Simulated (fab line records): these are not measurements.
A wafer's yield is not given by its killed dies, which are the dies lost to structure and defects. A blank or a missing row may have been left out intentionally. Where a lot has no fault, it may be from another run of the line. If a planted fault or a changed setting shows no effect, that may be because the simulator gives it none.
fab line records    flow ritCmos
[record] lots = 5  wafers = 15  lastDay = 7
route steps=202 shown M1@184
lots that met no fault: from a run of the same line without faults
startH: hours from the record's first day to the start of the lot's first wafer shown    waitH: time in hours since the lot's previous step    " identical to the entry in the row above    L1.1+2: a single row standing in for several wafers    - value missing, or start not given    * or withheld: withheld    < > ~ a bound
route shown NAME@n: NAME is a module with steps in the file, n the number in the route of the first one    usual: the fault-free wafers' mean and standard deviation    same: alike in all rows    chamber/n: place in a boat    sites: each site's reading    _std_site: their standard deviation    _edge_site: mean of outer sites minus mean of inner sites    radiusMm: how far each site lies from the wafer's centre    mask NAME#n: copy n    behind: the most recent tool/chamber to have shaped the wafer    hold: why the lot went on hold/how many hours it stayed there/how the hold came to an end    device: the transistor (n, p or np) that didn't switch    end of line: tests of these same wafers at the route's end    a step given without rows: its recipe and nothing more    killed: not the wafer's yield, but the dies lost to structure and defects at the first sort    map: a wafer's dies, marking killed ones x, the rest . and places with no die _
set.NAME: the setting as run; set.NAME@STEP: as run at that earlier step    model.NAME: the simulator's own value behind a step, which no gauge read
lots at selected steps of the route; one table per step, one row per wafer
services: a tool's chamber out of use, with start hour (startH, from the record's first day; less than 0 if before it), hours out, and reason
[[steps]]
[step RIT_M1_SPUTTER_00]
[recipe] material = Al  targetThkNm = 400  powerW = 2000  chamberPressurePa = 0.4  gas = Ar  timeS = 500  substrateTempC = 25
[usual] throttleValvePct = 30.3/0.98
lot.wafer  tool           chamber  startH  waitH  throttleValvePct
L076.1     pvdSputter-01  -        63.13   0.0    31.4
L076.4     "              -        "       "      32.1
L076.5     "              -        "       "      29.5
L078.1     pvdSputter-02  -        77.20   0.0    31.0
L078.2     "              -        "       "      29.6
L078.6     "              -        "       "      31.3
L092.3     pvdSputter-04  -        146.97  0.0    29.8
L092.5     "              -        "       "      31.0
L092.6     "              -        "       "      30.5
L096.1     pvdSputter-04  -        166.07  0.0    29.9
L096.3     "              -        "       "      31.1
L096.6     "              -        "       "      31.0
L097.3     pvdSputter-01  -        171.77  0.0    28.5
L097.4     "              -        "       "      32.1
L097.5     "              -        "       "      28.5
[step RIT_M1_RS_MEAS_01]
[recipe] thkMeasGauge = four-point-probe  reads = Al_of_M1_SPUTTER_00
[usual] M1_AL_RS = 0.0733/0.00074
lot.wafer  tool          chamber  startH  waitH  M1_AL_RS[ohm/sq]
L076.1     filmMetro-04  -        63.46   0.2    0.0740
L076.4     "             -        "       "      0.0743
L076.5     "             -        "       "      0.0748
L078.1     filmMetro-04  -        77.49   0.1    0.0735
L078.2     "             -        "       "      0.0728
L078.6     "             -        "       "      0.0737
L092.3     filmMetro-01  -        147.31  0.2    0.0750
L092.5     "             -        "       "      0.0732
L092.6     "             -        "       "      0.0742
L096.1     filmMetro-02  -        166.39  0.2    0.0738
L096.3     "             -        "       "      0.0727
L096.6     "             -        "       "      0.0732
L097.3     filmMetro-02  -        172.11  0.2    0.0730
L097.4     "             -        "       "      0.0728
L097.5     "             -        "       "      0.0729
[step RIT_M1_THK_MEAS_02]
[recipe] thkMeasGauge = xrf  reads = Al_of_M1_SPUTTER_00
[usual] M1_AL_THK = 398/4.8
lot.wafer  tool          chamber  startH  waitH  M1_AL_THK[nm]
L076.1     filmMetro-04  -        63.58   0.1    391
L076.4     "             -        "       "      392
L076.5     "             -        "       "      391
L078.1     filmMetro-04  -        77.61   0.1    394
L078.2     "             -        "       "      398
L078.6     "             -        "       "      394
L092.3     filmMetro-01  -        147.41  0.1    387
L092.5     "             -        "       "      396
L092.6     "             -        "       "      391
L096.1     filmMetro-02  -        166.51  0.1    398
L096.3     "             -        "       "      403
L096.6     "             -        "       "      405
L097.3     filmMetro-02  -        172.21  0.1    402
L097.4     "             -        "       "      404
L097.5     "             -        "       "      401
[step RIT_M1_HMDS_03]
[recipe] primeTimeS = 60  primeTempC = 140
[usual] chillPlateTempC = 22.99/0.1
lot.wafer  tool           chamber  startH  waitH  chillPlateTempC
L076.1     lithoTrack-02  0        63.68   0.1    23.00
L076.4     "              0        "       "      23.24
L076.5     "              0        "       "      22.89
L078.1     lithoTrack-04  0        77.67   0.1    23.07
L078.2     "              0        "       "      23.10
L078.6     "              0        "       "      23.03
L092.3     lithoTrack-02  0        147.50  0.1    22.98
L092.5     "              0        "       "      22.84
L092.6     "              0        "       "      22.94
L096.1     lithoTrack-02  0        166.58  0.1    22.93
L096.3     "              0        "       "      22.98
L096.6     "              0        "       "      22.90
L097.3     lithoTrack-02  0        172.30  0.1    22.98
L097.4     "              0        "       "      22.99
L097.5     "              0        "       "      22.95
[step RIT_M1_COAT_04]
[recipe] resist = NOVOLAK  spinRpm = 2000  resistThkNm = 1300
[usual] chillPlateTempC = 23.00/0.11
lot.wafer  tool           chamber  startH  waitH  chillPlateTempC
L076.1     lithoTrack-02  0        63.83   0.1    22.95
L076.4     "              0        "       "      22.99
L076.5     "              0        "       "      23.02
L078.1     lithoTrack-04  0        77.82   0.1    22.93
L078.2     "              0        "       "      23.07
L078.6     "              0        "       "      22.99
L092.3     lithoTrack-02  0        147.65  0.1    22.91
L092.5     "              0        "       "      22.86
L092.6     "              0        "       "      22.90
L096.1     lithoTrack-02  0        166.73  0.1    22.93
L096.3     "              0        "       "      22.96
L096.6     "              0        "       "      22.71
L097.3     lithoTrack-02  0        172.45  0.1    22.99
L097.4     "              0        "       "      22.87
L097.5     "              0        "       "      23.02
[step RIT_M1_SOFTBAKE_05]
[recipe] resist = NOVOLAK  tempC = 90  timeS = 60
[usual] chillPlateTempC = 23.01/0.11
lot.wafer  tool           chamber  startH  waitH  chillPlateTempC
L076.1     lithoTrack-02  0        63.98   0.1    23.12
L076.4     "              0        "       "      23.17
L076.5     "              0        "       "      23.13
L078.1     lithoTrack-04  0        77.97   0.1    23.21
L078.2     "              0        "       "      23.02
L078.6     "              0        "       "      23.11
L092.3     lithoTrack-02  0        147.80  0.1    23.08
L092.5     "              0        "       "      22.87
L092.6     "              0        "       "      22.88
L096.1     lithoTrack-02  0        166.88  0.1    22.92
L096.3     "              0        "       "      22.91
L096.6     "              0        "       "      23.09
L097.3     lithoTrack-02  0        172.60  0.1    22.86
L097.4     "              0        "       "      23.02
L097.5     "              0        "       "      22.93
[step RIT_M1_EXPOSE_06]
[recipe] maskId = M12  na = 0.6  sourceShape = conventional  sigmaOuter = 0.5  targetCdNm = 2600  doseMj = 255.8
[same] na = 0.6
lot.wafer   tool             chamber  startH  waitH  mask
L076.1+4+5  ilineStepper-01  0        64.13   0.1    M12#0
L078.1+2+6  ilineStepper-02  0        78.25   0.2    M12#0
L092.3+5+6  ilineStepper-02  0        147.94  0.1    M12#0
L096.1+3+6  ilineStepper-02  0        167.15  0.2    M12#0
L097.3+4+5  ilineStepper-02  0        172.73  0.1    M12#0
[step RIT_M1_PEB_07]
[recipe] resist = NOVOLAK  tempC = withheld  timeS = withheld
[usual] chillPlateTempC = *
lot.wafer  tool           chamber  startH  waitH  chillPlateTempC
L076.1     lithoTrack-03  0        64.27   0.1    *
L076.4     "              0        "       "      *
L076.5     "              0        "       "      *
L078.1     lithoTrack-04  0        78.40   0.1    *
L078.2     "              0        "       "      *
L078.6     "              0        "       "      *
L092.3     lithoTrack-04  0        148.07  0.1    *
L092.5     "              0        "       "      *
L092.6     "              0        "       "      *
L096.1     lithoTrack-03  0        167.27  0.1    *
L096.3     "              0        "       "      *
L096.6     "              0        "       "      *
L097.3     lithoTrack-02  0        172.86  0.1    *
L097.4     "              0        "       "      *
L097.5     "              0        "       "      *
[step RIT_M1_DEVELOP_08]
[recipe] resist = NOVOLAK  developTimeS = 68  devTempC = 23
[usual] chillPlateTempC = 22.98/0.11
lot.wafer  tool           chamber  startH  waitH  chillPlateTempC
L076.1     lithoTrack-03  0        -       -      22.97
L076.4     "              0        "       "      23.05
L076.5     "              0        "       "      22.95
L078.1     lithoTrack-04  0        -       -      22.94
L078.2     "              0        "       "      23.09
L078.6     "              0        "       "      23.05
L092.3     lithoTrack-04  0        -       -      23.04
L092.5     "              0        "       "      23.01
L092.6     "              0        "       "      23.10
L096.1     lithoTrack-03  0        -       -      22.95
L096.3     "              0        "       "      23.06
L096.6     "              0        "       "      22.93
L097.3     lithoTrack-02  0        -       -      23.05
L097.4     "              0        "       "      23.00
L097.5     "              0        "       "      22.96
[step RIT_M1_CD_MEAS_09]
[recipe] targetCdNm = 2600
[usual] cdNm = 2600.2/2.4
lot.wafer  tool      chamber  startH  waitH  cdNm
L076.1     cdSem-02  -        64.58   -      2598.9
L076.4     "         -        "       "      2599.3
L076.5     "         -        "       "      2598.3
L078.1     cdSem-01  -        78.72   -      2597.9
L078.2     "         -        "       "      2597.7
L078.6     "         -        "       "      2598.3
L092.3     cdSem-01  -        148.37  -      2596.5
L092.5     "         -        "       "      2598.0
L092.6     "         -        "       "      2598.1
L096.1     cdSem-01  -        167.58  -      2595.3
L096.3     "         -        "       "      2595.9
L096.6     "         -        "       "      2593.4
L097.3     cdSem-02  -        173.17  -      2601.7
L097.4     "         -        "       "      2602.2
L097.5     "         -        "       "      2600.1
[step RIT_M1_OVL_MEAS_10]
[usual] M1_OVL = -1.3/1.7
lot.wafer  tool        chamber  startH  waitH  M1_OVL[nm]
L076.1     overlay-02  -        64.70   0.1    -1.5
L076.4     "           -        "       "      -1.7
L076.5     "           -        "       "      -0.3
L078.1     overlay-02  -        78.84   0.1    -3.4
L078.2     "           -        "       "      -2.2
L078.6     "           -        "       "      -2.0
L092.3     overlay-01  -        148.46  0.1    -3.7
L092.5     "           -        "       "      -4.3
L092.6     "           -        "       "      -2.7
L096.1     overlay-01  -        167.70  0.1    -2.0
L096.3     "           -        "       "      -4.9
L096.6     "           -        "       "      -3.4
L097.3     overlay-01  -        173.26  0.1    -2.0
L097.4     "           -        "       "      -2.0
L097.5     "           -        "       "      -0.9
[step RIT_M1_HARDBAKE_11]
[recipe] resist = NOVOLAK  tempC = 140  timeS = 120
[usual] chillPlateTempC = 23.00/0.11
lot.wafer  tool           chamber  startH  waitH  chillPlateTempC
L076.1     lithoTrack-04  0        64.74   0.0    23.13
L076.4     "              0        "       "      23.04
L076.5     "              0        "       "      23.20
L078.1     lithoTrack-04  0        78.87   0.0    22.92
L078.2     "              0        "       "      22.88
L078.6     "              0        "       "      22.98
L092.3     lithoTrack-04  0        148.57  0.1    23.13
L092.5     "              0        "       "      22.99
L092.6     "              0        "       "      22.93
L096.1     lithoTrack-04  0        167.74  0.0    23.07
L096.3     "              0        "       "      23.05
L096.6     "              0        "       "      22.89
L097.3     lithoTrack-04  0        173.37  0.1    23.07
L097.4     "              0        "       "      23.04
L097.5     "              0        "       "      23.12
[step RIT_M1_METAL_ETCH_12]
[recipe] stopOn = SiO2  chemistry = Cl2/BCl3  target = Al  timeS = 165  overEtchFrac = 0.5  pressureMtorr = 100  targetDepthA = 6000  rfW = 250  Cl2_flow_sccm = 60  bcl3FlowSccm = 50
[usual] drypumpMotorCurrentA = 5.6/0.47  oesProductAu = 0.775/0.016  throttleValvePct = 8.21/0.066
[same] overEtchFrac = 0.5
lot.wafer  tool         chamber  startH  waitH  drypumpMotorCurrentA  oesProductAu  rfHoursCounterH  throttleValvePct
L076.1     rieMetal-01  0        64.99   0.2    5.4                   0.772         3                8.11
L076.4     "            1        "       "      5.8                   0.782         -                8.26
L076.5     "            0        "       "      5.4                   0.766         -                8.12
L078.1     rieMetal-03  1        79.12   0.2    5.8                   0.751         35               8.18
L078.2     "            0        "       "      6.0                   0.763         37               8.19
L078.6     "            0        "       "      6.0                   0.763         -                8.20
L092.3     rieMetal-04  0        148.84  0.2    4.8                   0.759         -                8.31
L092.5     "            0        "       "      4.8                   0.761         -                8.31
L092.6     "            0        "       "      4.8                   0.750         -                8.31
L096.1     rieMetal-01  0        167.99  0.2    5.4                   0.776         4                8.10
L096.3     "            0        "       "      5.4                   0.775         -                8.10
L096.6     "            0        "       "      5.4                   0.769         -                8.11
L097.3     rieMetal-03  0        173.59  0.2    6.0                   0.787         -                8.19
L097.4     "            1        "       "      5.8                   0.784         -                8.19
L097.5     "            0        "       "      6.0                   0.790         -                8.19
[step RIT_M1_STRIP_13]
[recipe] chemistry = nmp  resist = NOVOLAK  tempC = 80  timeS = 600  dry = n2Spin
lot.wafer   tool         chamber  startH  waitH
L076.1+4+5  wetBench-03  2        65.15   0.1
L078.1+2+6  wetBench-03  0        79.29   0.1
L092.3+5+6  wetBench-03  1        149.06  0.2
L096.1+3+6  wetBench-01  1        168.17  0.1
L097.3+4+5  wetBench-02  1        173.69  0.1
[step RIT_M1_STRIP_14]
[recipe] chemistry = O2  timeS = 180  platenTempC = withheld  powerW = 500  pressureMtorr = 4000  o2FlowSccm = 4000
[usual] drypumpMotorCurrentA = 5.7/0.39
lot.wafer  tool            chamber  startH  waitH  drypumpMotorCurrentA  rfHoursCounterH
L076.1     plasmaAsher-02  0        65.34   0.0    6.0                   42
L076.4     "               1        "       "      5.7                   -
L076.5     "               0        "       "      6.0                   -
L078.1     plasmaAsher-01  1        79.46   0.0    6.2                   43
L078.2     "               0        "       "      5.3                   43
L078.6     "               1        "       "      6.1                   -
L092.3     plasmaAsher-02  1        149.29  0.1    5.7                   -
L092.5     "               1        "       "      5.7                   -
L092.6     "               0        "       "      6.0                   -
L096.1     plasmaAsher-02  0        168.34  0.0    6.0                   53
L096.3     "               1        "       "      5.7                   -
L096.6     "               1        "       "      5.8                   -
L097.3     plasmaAsher-02  0        173.93  0.1    6.0                   -
L097.4     "               1        "       "      5.7                   -
L097.5     "               1        "       "      5.8                   -
[step RIT_M1_CD_MEAS_90]
[recipe] targetCdNm = 2600
[usual] cdNm = 2601/3.1
lot.wafer  tool      chamber  startH  waitH  cdNm
L076.1     cdSem-02  -        65.52   0.1    2597
L076.4     "         -        "       "      2597
L076.5     "         -        "       "      2596
L078.1     cdSem-01  -        79.64   0.1    2596
L078.2     "         -        "       "      2601
L078.6     "         -        "       "      2601
L092.3     cdSem-01  -        149.47  0.1    2599
L092.5     "         -        "       "      2598
L092.6     "         -        "       "      2599
L096.1     cdSem-01  -        168.52  0.1    2596
L096.3     "         -        "       "      2596
L096.6     "         -        "       "      2593
L097.3     cdSem-02  -        174.08  0.1    2603
L097.4     "         -        "       "      2602
L097.5     "         -        "       "      2602
[step RIT_M1_ANNEAL_15]
[recipe] tempC = 450  timeS = 1767  ambient = forming_gas_H2N2
[usual] spikeTcLoadC = 467.0/2.6  spikeTcSourceC = 471.5/1.4  tubeCenterTempC = 449.99/0.041  tube_center_temp_C_max = 451.15/0.18
lot.wafer  tool  chamber  startH  waitH  spikeTcLoadC  spikeTcSourceC  tubeCenterTempC  tube_center_temp_C_max
L076.1     -     -        66.95   1.4    468.1         468.4           449.95           450.87
L076.4     "     -        "       "      468.6         468.4           450              451.36
L076.5     "     -        "       "      466.4         469.1           450.09           451.15
L078.1     -     -        79.76   0.1    465.7         471.3           450.06           450.99
L078.2     "     -        "       "      464.1         470.8           450.05           451.44
L078.6     "     -        "       "      463.3         471.7           449.98           451.61
L092.3     -     -        149.55  0.1    468.2         473.0           449.99           451.39
L092.5     "     -        "       "      470.1         472.6           450.04           451.21
L092.6     "     -        "       "      469.7         471.5           449.97           451.19
L096.1     -     -        169.36  0.8    464.9         469.9           450.03           451.15
L096.3     "     -        "       "      463.5         470.5           449.94           450.95
L096.6     "     -        "       "      464.4         470.6           449.95           450.81
L097.3     -     -        174.16  0.1    469.0         472.8           450.04           451.16
L097.4     "     -        "       "      469.6         473.2           449.92           450.96
L097.5     "     -        "       "      470.2         473.2           450.02           451.14
[step RIT_M1_BOW_MEAS_16]
[recipe] mode = bow
[usual] M1_BOW = 17/6.7
lot.wafer  tool          chamber  startH  waitH  M1_BOW[um]
L076.1     filmMetro-01  -        68.45   0.0    27
L076.4     "             -        "       "      9
L076.5     "             -        "       "      6
L078.1     filmMetro-01  -        81.26   0.0    12
L078.2     "             -        "       "      11
L078.6     "             -        "       "      24
L092.3     filmMetro-02  -        151.09  0.0    17
L092.5     "             -        "       "      17
L092.6     "             -        "       "      8
L096.1     filmMetro-04  -        170.86  0.0    20
L096.3     "             -        "       "      11
L096.6     "             -        "       "      16
L097.3     filmMetro-02  -        175.70  0.0    20
L097.4     "             -        "       "      25
L097.5     "             -        "       "      19
[step RIT_M1_PROBE_99]
[usual] defectLimitedYield = 97.4/1.2  killedAtContacts = 0.1/0.34  killedAtFrontEnd = 7/3  killedDies = 7/3.1  killedOpen = 3.4/1.9  killedShort = 3.4/2.1  sort_bin_3_pad_short = 0.1/0.2  sort_bin_5_function = 1.5/0.83  sort_bin_6_memory = 1.0/0.66  sortNPass = 257/3.1  sortYieldPct = 97.4/1.2
[same] grossDies = 264  killed_at_M0_to_M3 = 0  killed_at_M4_up = 0  killedAtBackSide = 0  killedAtOther = 0
lot.wafer  tool       chamber  startH  waitH  defectLimitedYield[%]  killedAtContacts  killedAtFrontEnd  killedDies  killedOpen  killedShort  sort_bin_3_pad_short[%]  sort_bin_5_function[%]  sort_bin_6_memory[%]  sortNPass  sortYieldPct[%]
L076.1     prober-02  -        68.57   0.1    97.7                   1                 5                 6           2           4            0                        1.5                     0.8                   258        97.7
L076.4     prober-02  -        68.72   0.2    96.2                   0                 10                10          7           3            0                        3.0                     0.8                   254        96.2
L076.5     prober-02  -        68.77   0.2    95.5                   0                 12                12          6           6            0                        3.0                     1.5                   252        95.5
L078.1     prober-02  -        81.38   0.1    98.5                   0                 4                 4           3           1            0                        0.4                     1.1                   260        98.5
L078.2     prober-02  -        81.43   0.1    98.1                   0                 5                 5           2           3            0                        1.1                     0.8                   259        98.1
L078.6     prober-02  -        81.63   0.2    97.7                   0                 6                 6           3           3            0                        0.4                     1.9                   258        97.7
L092.3     prober-01  -        151.27  0.2    97.7                   0                 6                 6           3           3            0                        1.5                     0.8                   258        97.7
L092.5     prober-01  -        151.37  0.2    97.0                   0                 8                 8           2           5            0                        1.5                     1.5                   256        97.0
L092.6     prober-01  -        151.42  0.2    98.5                   0                 4                 4           2           2            0                        0.8                     0.8                   260        98.5
L096.1     prober-01  -        170.98  0.1    98.9                   0                 3                 3           0           3            0.8                      0.4                     0                     261        98.9
L096.3     prober-01  -        171.08  0.2    96.2                   0                 10                10          6           4            0                        2.3                     1.5                   254        96.2
L096.6     prober-01  -        171.23  0.2    97.3                   0                 7                 7           1           4            0.4                      1.5                     0.8                   257        97.3
L097.3     prober-02  -        175.88  0.2    97.3                   0                 7                 7           3           4            0                        1.9                     0.8                   257        97.3
L097.4     prober-02  -        175.93  0.2    96.2                   0                 10                10          3           6            0                        2.7                     1.1                   254        96.2
L097.5     prober-02  -        175.98  0.2    98.1                   0                 5                 5           1           4            0                        1.5                     0.4                   259        98.1
// killed by level:class
L076.1 GATE:geometricParticle:short=3 FOX1:geometricParticle:open=1 SILICIDE:geometricParticle:short=1 CONTACT:geometricParticle:open=1
L076.4 FOX1:geometricParticle:open=3 GATE:geometricParticle:open=2 SPACER:geometricParticle:open=2 FOX1:geometricParticle:short=1 GATE:geometricParticle:short=1 SPACER:geometricParticle:short=1
L076.5 GATE:geometricParticle:open=6 FOX1:geometricParticle:short=2 GATE:geometricParticle:short=2 SILICIDE:geometricParticle:short=2
L078.1 FOX1:geometricParticle:short=1 FOX1:geometricParticle:open=1 REOX:geometricParticle:open=1 SILICIDE:geometricParticle:open=1
L078.2 GATE:geometricParticle:short=2 FOX2:geometricParticle:open=1 SPACER:geometricParticle:short=1 SPACER:geometricParticle:open=1
L078.6 FOX2:geometricParticle:open=1 FOX2:geometricParticle:short=1 REOX:geometricParticle:open=1 REOX:geometricParticle:short=1 SPACER:geometricParticle:short=1 SPACER:geometricParticle:open=1
L092.3 GATE:geometricParticle:short=2 GATE:geometricParticle:open=2 FOX1:geometricParticle:open=1 SPACER:geometricParticle:short=1
L092.5 GATE:geometricParticle:short=2 FOX1:geometricParticle:short=1 GATE:geometricParticle:open=1 REOX:geometricParticle:short=1 SPACER:geometricParticle:short=1 SILICIDE:geometricParticle:open=1 PWELL:coatMicrobubblePrinted=1
L092.6 FOX1:geometricParticle:open=1 FOX1:geometricParticle:short=1 GATE:geometricParticle:open=1 REOX:geometricParticle:short=1
L096.1 SPACER:geometricParticle:short=2 SILICIDE:geometricParticle:short=1
L096.3 SILICIDE:geometricParticle:open=4 SILICIDE:geometricParticle:short=3 GATE:geometricParticle:open=1 SPACER:geometricParticle:open=1 SPACER:geometricParticle:short=1
L096.6 SPACER:geometricParticle:short=2 PWELL:coatMicrobubblePrinted=2 GATE:geometricParticle:open=1 GATE:geometricParticle:short=1 REOX:geometricParticle:short=1
L097.3 SPACER:geometricParticle:short=2 FOX1:geometricParticle:open=1 FOX1:geometricParticle:short=1 GATE:geometricParticle:open=1 GATE:geometricParticle:short=1 SPACER:geometricParticle:open=1
L097.4 GATE:geometricParticle:short=2 SPACER:geometricParticle:short=2 FOX1:geometricParticle:open=1 FOX1:geometricParticle:short=1 FOX2:geometricParticle:short=1 GATE:geometricParticle:open=1 SILICIDE:geometricParticle:open=1 PSD:coatMicrobubblePrinted=1
L097.5 FOX1:geometricParticle:short=1 GATE:geometricParticle:short=1 REOX:geometricParticle:short=1 SPACER:geometricParticle:short=1 SPACER:geometricParticle:open=1
[[services]]
tool             chamber  startH  hours  kind
pvdSputter-04    -        49.76   2.7    repair
rieMetal-01      0        50.60   9.5    repair
furnace-01       -        52.12   4.1    pm
ilineStepper-02  -        58.13   2.1    pm
ilineStepper-02  -        60.22   -      consumableReplace:lamp
furnace-04       -        61.58   7.8    pm
wetBench-03      -        72.83   1.5    repair
wetBench-03      -        88.86   2.9    repair
ilineStepper-02  -        96.92   3.0    repair
pvdSputter-02    -        104.56  4.8    repair
ilineStepper-01  -        107.89  1.7    pm
plasmaAsher-01   -        108.75  9.0    pm
furnace-02       -        118.48  7.9    pm
pvdSputter-04    -        123.40  1.7    repair
furnace-01       -        128.54  3.0    pm
pvdSputter-02    -        133.29  6.5    repair
rieMetal-03      -        136.12  20.0   pm
rieMetal-03      0        136.12  20.0   ventCycle
rieMetal-03      1        136.12  20.0   ventCycle
ilineStepper-02  0        136.38  -      calibration
rieMetal-04      1        142.87  8.8    repair
rieMetal-03      0        156.12  -      clean
rieMetal-03      1        156.12  -      clean
wetBench-01      -        169.12  4.4    pm
[[key]]
fault none
